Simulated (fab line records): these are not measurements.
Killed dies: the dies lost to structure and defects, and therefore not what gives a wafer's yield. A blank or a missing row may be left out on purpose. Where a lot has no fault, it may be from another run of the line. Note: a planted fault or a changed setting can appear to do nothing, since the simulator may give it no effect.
Chamber matching -- flow berkeley cmos170 -- 4 sister chambers for UCB170_GATE_ETCH_15 on rie si-01
The step etches poly-Si in HBr/Cl2, stops on SiO2, time 56.3 s, target depth 278.2 nm. 16 wafers are shown with their chamber, then 8 later ones without.

== WAFERS PAIRED WITH THEIR CHAMBERS ==
wafer,chamber,throttle valve pct (%),drypump motor current A (A),oes product au (a.u.)
L692.1,2,26.27,6.4,0.831
L692.3,1,26.23,5.8,0.814
L692.5,2,26.23,6.4,0.831
L694.1,0,26.19,5.2,0.802
L694.3,2,26.25,6.4,0.825
L694.5,2,26.25,6.4,0.814
L696.2,2,26.25,6.3,0.819
L696.3,3,26.90,4.7,0.847
L696.6,3,26.91,4.7,0.850
L697.2,0,26.18,5.2,0.811
L697.4,2,26.24,6.4,0.840
L697.6,1,26.22,5.8,0.816
L701.2,3,26.92,4.6,0.852
L701.3,2,26.26,6.4,0.832
L701.5,1,26.22,5.8,0.814
L704.1,3,26.92,4.7,0.856

SIGNATURES, as means of the wafers listed above
reading,chamber 0,chamber 1,chamber 2,chamber 3,scatter within a chamber
throttle valve pct,26.1850,26.2233,26.2500,26.9125,0.0108
drypump motor current A,5.200,5.800,6.386,4.675,0.0366
oes product au,0.80650,0.81467,0.82743,0.85125,0.00676
Rule: distance of a wafer from a chamber = root of the sum over the readings of ((wafer's reading minus chamber's mean) / reading's scatter) squared. The wafer belongs to the nearest chamber; if the next one is less than 2 further off, it can't be placed. The scatter is the square root of a quotient: the sum, over the shown wafers, of each reading's squared deviation from its chamber's mean, divided by wafers minus chambers.

== WAFERS WHOSE CHAMBER IS MISSING ==
wafer,throttle valve pct (%),drypump motor current A (A),oes product au (a.u.)
L704.3,26.22,5.7,0.820
L704.4,26.18,5.1,0.812
L712.1,26.19,5.2,0.811
L712.5,26.18,5.2,0.801
L712.6,26.90,4.7,0.850
L715.2,26.18,5.2,0.812
L715.4,26.24,6.4,0.828
L715.6,26.23,5.7,0.808

== WHICH CHAMBER EACH ONE RAN IN ==
wafer,from the rows above,in truth
L704.3,1,1
L704.4,0,0
L712.1,0,0
L712.5,0,0
L712.6,3,3
L715.2,0,0
L715.4,2,2
L715.6,1,1
Correctly placed: 8 of 8. Left unplaced by these rows: 0. Placed wrongly: 0.
